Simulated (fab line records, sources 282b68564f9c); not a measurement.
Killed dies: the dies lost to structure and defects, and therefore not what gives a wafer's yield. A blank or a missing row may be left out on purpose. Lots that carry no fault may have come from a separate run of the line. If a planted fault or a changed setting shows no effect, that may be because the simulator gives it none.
Shared-tool check    flow ritCmos    14 lots, 42 wafers sampled

THE REASON FOR OPENING IT
At RIT_SDANNEAL_RS_MEAS_04 the reading PSD_RS is flagged on 2 of 14 lots. Fault-free wafers read 116.0 ohm/sq, with a standard deviation of 0.3.
Rule: a lot is flagged in two cases, either no wafer of it has a number, or all its wafers with numbers fall more than 4 standard deviations from that mean. The other lots count as sound.

lot   measured     on            PSD_RS (ohm/sq), wafer by wafer  flag
L152  day 3 02:34  filmMetro-04  115.6 115.4 115.6                
L154  day 3 12:50  filmMetro-03  115.9 115.5 115.7                
L155  day 3 16:35  filmMetro-03  115.8 115.9 115.7                
L156  day 3 22:34  filmMetro-03  94.1 94.2 94.3                   FLAGGED
L158  day 4 07:47  filmMetro-03  94.0 94.1 94.1                   FLAGGED
L165  day 5 20:58  filmMetro-02  116.4 116.1 116.3                
L167  day 6 08:55  filmMetro-03  115.9 115.9 115.7                
L169  day 6 16:30  filmMetro-03  115.9 115.8 115.9                
L170  day 7 01:37  filmMetro-04  116.1 115.7 115.5                
L171  day 7 03:21  filmMetro-02  116.5 116.5 116.1                
L172  day 7 05:44  filmMetro-04  115.7 115.9 115.8                
L173  day 7 10:52  filmMetro-02  115.8 116.3 116.3                
L174  day 7 15:31  filmMetro-02  116.2 116.1 116.0                
L175  day 7 21:26  filmMetro-02  116.2 116.3 116.4                
The mean of the flagged lots' numbers is 94.1 ohm/sq, -21.9 ohm/sq from the usual (-73 standard deviations).

EACH LOT AND THE TOOL IT RAN ON
2 process steps preceding the reading are held in the record, out of 202 steps in the route. In each cell: the tool, then ch and the chambers that the sampled wafers went through, then the start.
lot   flag     RIT_GATE_STRIP_20                   RIT_SDANNEAL_RTA_03
L152           plasmaAsher-01 ch 0,1, day 2 14:14  rtpAnneal-02 ch 0, day 3 02:29
L154           plasmaAsher-04 ch 0,1, day 3 00:37  rtpAnneal-02 ch 0, day 3 12:47
L155           plasmaAsher-01 ch 0,1, day 3 04:04  rtpAnneal-01 ch 0, day 3 16:31
L156  FLAGGED  plasmaAsher-01 ch 0,1, day 3 10:07  rtpAnneal-02 ch 0, day 3 22:30
L158  FLAGGED  plasmaAsher-01 ch 0,1, day 3 19:19  rtpAnneal-02 ch 0, day 4 07:44
L165           plasmaAsher-04 ch 0,1, day 5 08:12  rtpAnneal-01 ch 0, day 5 20:53
L167           plasmaAsher-04 ch 0,1, day 5 20:41  rtpAnneal-01 ch 0, day 6 08:50
L169           plasmaAsher-03 ch 0,1, day 6 02:37  rtpAnneal-01 ch 0, day 6 16:26
L170           plasmaAsher-04 ch 0,1, day 6 11:42  rtpAnneal-02 ch 0, day 7 01:34
L171           plasmaAsher-03 ch 1, day 6 13:37    rtpAnneal-01 ch 0, day 7 03:17
L172           plasmaAsher-03 ch 0,1, day 6 17:06  rtpAnneal-02 ch 0, day 7 05:38
L173           plasmaAsher-04 ch 0,1, day 6 22:38  rtpAnneal-01 ch 0, day 7 10:48
L174           plasmaAsher-01 ch 0,1, day 7 03:13  rtpAnneal-02 ch 0, day 7 15:28
L175           plasmaAsher-04 ch 0,1, day 7 07:31  rtpAnneal-01 ch 0, day 7 21:23
What is done by these steps:
- RIT_GATE_STRIP_20: strips in O2, time 180 s.
- RIT_SDANNEAL_RTA_03: time 5 s.
- RIT_SDANNEAL_RS_MEAS_04: measures by four-point-probe.

FLAGGED OVER TOTAL, TOOL BY TOOL (the gauges that took the reading come last)
step                     tool            lots run  flagged  share of the flagged lots  sound lots run after its first flagged lot
RIT_GATE_STRIP_20        plasmaAsher-01  5         2        all                        1 (L174)
RIT_GATE_STRIP_20        plasmaAsher-03  3         0        none                       -
RIT_GATE_STRIP_20        plasmaAsher-04  6         0        none                       -
RIT_SDANNEAL_RTA_03      rtpAnneal-01    7         0        none                       -
RIT_SDANNEAL_RTA_03      rtpAnneal-02    7         2        all                        3 (L170,L172,L174)
RIT_SDANNEAL_RS_MEAS_04  filmMetro-02    5         0        none                       -
RIT_SDANNEAL_RS_MEAS_04  filmMetro-03    6         2        all                        2 (L167,L169)
RIT_SDANNEAL_RS_MEAS_04  filmMetro-04    3         0        none                       -

THE TABLE: WHAT IT ALLOWS
All flagged lots were run by 3 table rows, namely plasmaAsher-01 at RIT_GATE_STRIP_20, rtpAnneal-02 at RIT_SDANNEAL_RTA_03, filmMetro-03 at RIT_SDANNEAL_RS_MEAS_04.
- plasmaAsher-01 at RIT_GATE_STRIP_20 ran 5 lots, 2 of them flagged. Lots that were sound ran on it after the first flagged one (L174); a persistent fault on the entire tool would not allow that.
- rtpAnneal-02 at RIT_SDANNEAL_RTA_03 ran 7 lots, 2 of them flagged. Lots that were sound ran on it after the first flagged one (L170, L172, L174); a persistent fault on the entire tool would not allow that. Its own readings lie more than 4 standard deviations out on every wafer of the flagged lots: wafer_temp_C_max.
- filmMetro-03 at RIT_SDANNEAL_RS_MEAS_04 ran 6 lots, 2 of them flagged. Lots that were sound ran on it after the first flagged one (L167, L169); a persistent fault on the entire tool would not allow that.
There is no row in the table that ran each flagged lot and no sound lot after the first.

WHAT THE SIMULATOR HAD PUT IN
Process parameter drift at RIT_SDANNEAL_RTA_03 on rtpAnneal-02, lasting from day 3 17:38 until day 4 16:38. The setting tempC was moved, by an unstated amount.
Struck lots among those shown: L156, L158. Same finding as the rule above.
